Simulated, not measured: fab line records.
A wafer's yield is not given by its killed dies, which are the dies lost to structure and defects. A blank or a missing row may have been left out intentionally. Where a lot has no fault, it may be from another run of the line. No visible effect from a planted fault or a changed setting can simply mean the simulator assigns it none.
Comparing a struck lot with a sound one | flow rit-cmos | 27 steps out of a route of 202
Sound: wafers L961.2, L961.3, L961.4. Wafers L955.1, L955.3, L955.6 were the ones struck. The cause comes at the end.
For every step that has rows: the tool of each side, followed by ch and its chambers, followed by its first start. Under that, the readings that differ: sound wafers | struck wafers | difference of the means | sigmas: that difference in standard deviations of wafers without a fault.
alike: same words and numbers on both sides, and readings whose means sit less than 2 such deviations apart. not compared: any withheld reading, any reading some wafer has no value for, any bound like >300 that may hide the same value, and any number with overlapping values for which the record gives no deviation.
The two part at a step that has a row with sigmas, a row that says differs or no value, or rows on one side only. Numbers that don't overlap but have no deviation are shown without sigmas and don't part them. A reading that every wafer of one side lacks parts them only if that side has two wafers or more.

first, 4 steps without rows for these wafers: RIT_CONTACT_SOFTBAKE_04 (time 60 s); RIT_CONTACT_EXPOSE_05 (exposes mask M11, target cd 1000 nm); RIT_CONTACT_PEB_06; RIT_CONTACT_DEVELOP_07 (develop time 120 s).
RIT_CONTACT_CD_MEAS_08: the cd target is 1000 nm.
  struck on cd-sem-01, day 6 01:37; sound on cd-sem-01, day 7 16:55
  alike: cd-nm
RIT_CONTACT_OVL_MEAS_09:
  struck on overlay-01, day 6 01:44; sound on overlay-01, day 7 17:01
  alike: CONTACT_OVL
then, 1 step without rows for these wafers: RIT_CONTACT_HARDBAKE_10 (time 60 s).
RIT_CONTACT_ETCH_11: etches SiO2 in CHF3/CF4/Ar, stops on TiSi2, target depth 480 nm, time 320 s.
  sound on rie-diel-03 ch 0,1,3, day 7 17:16; struck on rie-diel-01 ch 0,1,3, day 6 01:56
  alike: cf4-flow-sccm, drypump-motor-current-A, oes-product-au, throttle-valve-pct
  not compared: rf-hours-counter-h
RIT_CONTACT_STRIP_12: strips in O2, time 180 s.
  sound on plasma-asher-03 ch 0,1, day 7 17:28; struck on plasma-asher-01 ch 0,1, day 6 02:07
  alike: drypump-motor-current-A
  not compared: rf-hours-counter-h
RIT_CONTACT_CD_MEAS_90: the cd target is 1000 nm.
  struck on cd-sem-02, day 6 02:18; sound on cd-sem-02, day 7 17:39
  alike: cd-nm
then, 2 steps without rows for these wafers: RIT_CONTACT_CLEAN_13 (cleans in SC1, time 600 s); RIT_CONTACT_CLEAN_14 (cleans in SC2, time 600 s).
RIT_M1_SPUTTER_00: material Al, target thk 400 nm, time 500 s.
  struck on pvd-sputter-02, day 6 02:47; sound on pvd-sputter-02, day 7 18:06
  no value came back on the struck wafers for cathode-dc-power-W (W), chamber-pressure-pa (Pa), throttle-valve-pct (%), time-s (s); on the sound wafers cathode-dc-power-W (W) reads 2000.0 1999.7 2000.0
RIT_M1_RS_MEAS_01: a four-point-probe measurement.
  struck on film-metro-04, day 6 03:05; sound on film-metro-03, day 7 18:25
  reading           | sound                | struck | difference                    | sigmas
  M1_AL_RS (ohm/sq) | 0.0721 0.0716 0.0723 | - - -  | no value on the struck wafers |
RIT_M1_THK_MEAS_02: measures by xrf.
  struck on film-metro-04, day 6 03:12; sound on film-metro-03, day 7 18:32
  reading        | sound       | struck   | difference | sigmas
  M1_AL_THK (nm) | 408 408 406 | <0 <0 <0 | differs    |
then, 6 steps without rows for these wafers: RIT_M1_HMDS_03 (prime time 60 s); RIT_M1_COAT_04 (resist thk 1300 nm); RIT_M1_SOFTBAKE_05 (time 60 s); RIT_M1_EXPOSE_06 (exposes mask M12, target cd 2600 nm); RIT_M1_PEB_07; RIT_M1_DEVELOP_08 (develop time 68 s).
RIT_M1_CD_MEAS_09: the cd target is 2600 nm.
  struck on cd-sem-02, day 6 04:17; sound on cd-sem-01, day 7 19:29
  alike: cd-nm
RIT_M1_OVL_MEAS_10:
  struck on overlay-02, day 6 04:24; sound on overlay-01, day 7 19:35
  alike: M1_OVL
then, 1 step without rows for these wafers: RIT_M1_HARDBAKE_11 (time 120 s).
RIT_M1_METAL_ETCH_12: etches Al in Cl2/BCl3, stops on SiO2, time 165 s, target depth 600 nm.
  sound on rie-metal-01 ch 0,1, day 7 19:52; struck on rie-metal-04 ch 1, day 6 04:41
  reading               | sound             | struck            | difference | sigmas
  oes-product-au (a.u.) | 0.798 0.802 0.763 | 0.329 0.324 0.327 | -0.461     | -33
  alike: drypump-motor-current-A, throttle-valve-pct
  not compared: rf-hours-counter-h
then, 1 step without rows for these wafers: RIT_M1_STRIP_13 (strips in nmp, time 600 s).
RIT_M1_PROBE_99:
  struck on prober-01, day 6 09:23; sound on prober-01, day 7 22:58
  reading                  | sound             | struck         | difference | sigmas
  defect-limited-yield (%) | 97.3 97.0 97.3    | 0 0 0          | -97        | -88
  killed_at_M0_to_M3       | 0 0 0             | 261 264 261    | +262       | +99 or more
  killed-dies              | 7 8 7             | 264 264 264    | +257       | +86
  killed-on-rim            | 0 4 2             | 70 70 70       | +68        | +52
  sort_bin_3_pad_short (%) | 0.4 0.8 0.4       | 26.1 28.8 19.3 | +24.2      | +99 or more
  sort_bin_5_function (%)  | 1.9 0.8 0.8       | 70.8 68.9 77.3 | +71.2      | +91
  sort_bin_6_memory (%)    | 0.4 1.5 1.5       | 3.0 2.3 3.4    | +1.8       | +2
  sort-n-pass              | 257.0 256.0 257.0 | 0 0 0          | -257       | -86
  sort-yield-pct (%)       | 97.3 97.0 97.3    | 0 0 0          | -97        | -88
  alike: killed-at-contacts, killed-at-front-end, killed-open, killed-short

WHERE THEY PART
Last at RIT_M1_PROBE_99 as far as this record goes, first at RIT_M1_SPUTTER_00.

WHY: the cause the simulator had injected
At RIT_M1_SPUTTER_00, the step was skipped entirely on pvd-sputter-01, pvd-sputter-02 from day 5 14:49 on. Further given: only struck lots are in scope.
